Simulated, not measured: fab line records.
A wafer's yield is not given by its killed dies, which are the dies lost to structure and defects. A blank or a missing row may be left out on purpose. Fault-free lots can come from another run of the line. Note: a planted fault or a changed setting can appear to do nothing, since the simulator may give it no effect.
One fault through the eyes of 2 desks | flow berkeleyCmos170 | what lay behind the numbers comes last; until then each desk has only its own

== DESK OF THE TOOL OWNER: pvdSputter-01 ==
The tool's own readings at UCB170_M3_SPUTTER_01 (material Al, target thk 900 nm, time 120 s): means of the sampled wafers that have a number, for each lot that ran on this tool. A lot is out of limits, marked OUT, if its mean lies more than 4 standard deviations from the usual mean; the brackets give that distance.
Columns: A = throttleValvePct at UCB170_M3_SPUTTER_01, usual 30.3 %
lot  | first seen here | A
L499 | day 10 22:07    | 30.3
L501 | day 11 13:14    | 30.3
L503 | day 12 01:41    | 30.1
Finding of this desk: none of the 3 lots has anything out of limits.

== AT THE METROLOGY DESK ==
Means of the sampled wafers that have a number, per lot and without regard to the tool the lot ran on: this is what the gauges read. A lot is out of limits, marked OUT, if its mean lies more than 4 standard deviations from the usual mean; the brackets give that distance. Readings shown: 7 of its 9, picked as those furthest out on some lot.
Columns: A = cdNm at UCB170_V2_CD_MEAS_12, usual 699.9 nm; B = cdNm at UCB170_V2_CD_MEAS_90, usual 700.2 nm; C = M3_AL_RS at UCB170_M3_RS_MEAS_02, usual 0.0321 ohm/sq; D = M3_AL_THK at UCB170_M3_THK_MEAS_03, usual 905 nm; E = cdNm at UCB170_M3_CD_MEAS_15, usual 699.9 nm; F = M3_OVL at UCB170_M3_OVL_MEAS_16, usual 0 nm; G = cdNm at UCB170_M3_CD_MEAS_90, usual 700 nm
lot  | first seen here | A     | B     | C      | D   | E     | F | G
L490 | day 9 02:23     | 700.3 | 700.8 | 0.0323 | 904 | 698.3 | 2 | 694
L499 | day 10 21:32    | 699.8 | 699.5 | 0.0322 | 898 | 700.7 | 2 | 702
L501 | day 11 12:37    | 701.0 | 701.4 | 0.0313 | 933 | 697.7 | 0 | 701
L502 | day 11 13:04    | 697.8 | 697.5 | 0.0318 | 914 | 699.9 | 4 | 696
L503 | day 12 01:04    | 699.7 | 700.3 | 0.0327 | 888 | 698.9 | 3 | 699
L510 | day 13 08:15    | 703.0 | 702.6 | 0.0320 | 913 | 698.1 | 7 | 701
Finding of this desk: none of the 6 lots has anything out of limits.

== BROUGHT TOGETHER ==
Nothing out of limits was seen by the tool owner's desk.
At the metrology desk, nothing out of limits was observed.

== WHAT WAS PUT IN BY THE SIMULATOR ==
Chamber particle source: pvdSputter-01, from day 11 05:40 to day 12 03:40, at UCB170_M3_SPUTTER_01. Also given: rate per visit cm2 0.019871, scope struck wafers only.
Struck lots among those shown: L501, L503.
